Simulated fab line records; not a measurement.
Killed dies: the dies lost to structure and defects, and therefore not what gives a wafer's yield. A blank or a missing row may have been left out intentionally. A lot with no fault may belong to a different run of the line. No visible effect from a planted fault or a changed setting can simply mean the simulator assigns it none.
Which tool was responsible? || flow berkeley cmos170 || 12 lots, 36 wafers sampled, at 1 step of a route of 331

WHAT THE GAUGES SHOWED, per wafer
UCB170_START_THK_MEAS_03.
{"lot": "L075", "measured": "day 1 21:04", "on": "film metro-03", "START_OXIDE_THK (nm)": "19.5 19.2 19.7"}
{"lot": "L077", "measured": "day 2 06:29", "on": "film metro-04", "START_OXIDE_THK (nm)": "19.8 19.3 19.5"}
{"lot": "L079", "measured": "day 2 16:50", "on": "film metro-04", "START_OXIDE_THK (nm)": "20.1 19.9 20.0"}
{"lot": "L081", "measured": "day 2 23:10", "on": "film metro-04", "START_OXIDE_THK (nm)": "19.8 20.0 20.0"}
{"lot": "L082", "measured": "day 3 09:57", "on": "film metro-03", "START_OXIDE_THK (nm)": "20.3 19.9 20.1"}
{"lot": "L085", "measured": "day 3 22:29", "on": "film metro-04", "START_OXIDE_THK (nm)": "19.3 19.6 19.8"}
{"lot": "L087", "measured": "day 4 05:34", "on": "film metro-04", "START_OXIDE_THK (nm)": "19.9 19.6 20.1"}
{"lot": "L089", "measured": "day 4 18:41", "on": "film metro-02", "START_OXIDE_THK (nm)": "19.9 19.4 19.1"}
{"lot": "L092", "measured": "day 5 07:04", "on": "film metro-04", "START_OXIDE_THK (nm)": "20.0 20.2 20.1"}
{"lot": "L093", "measured": "day 5 13:47", "on": "film metro-04", "START_OXIDE_THK (nm)": "19.8 19.8 19.6"}
{"lot": "L095", "measured": "day 6 01:58", "on": "film metro-03", "START_OXIDE_THK (nm)": "20.2 20.4 19.9"}
{"lot": "L097", "measured": "day 6 10:00", "on": "film metro-03", "START_OXIDE_THK (nm)": "20.2 19.8 19.8"}

EACH LOT AND THE TOOL THAT RAN IT (in order: tool; ch and the chambers of the sampled wafers; start)
No process step before these readings appears in the record.

THE ANSWER, worked out from the rows above alone
Rule: the lots themselves supply what counts as usual. The widest of any qualifying gaps counts: lots, ordered by their means at a reading, are off when they make up no more than a third of the lots, leave a main group of 4 or more, and stand apart from it by 3 or more times the standard deviation of that group's means. Not used: any main group whose means are identical at the precision the tables above print for the reading. A lot without any number at a reading at which 4 lots or more have one is off too. Any other lot the step has rows for is counted as sound.
No lot is off on any of the readings shown, so nothing can be concluded from this.

WHAT THE SIMULATOR HAD INSERTED
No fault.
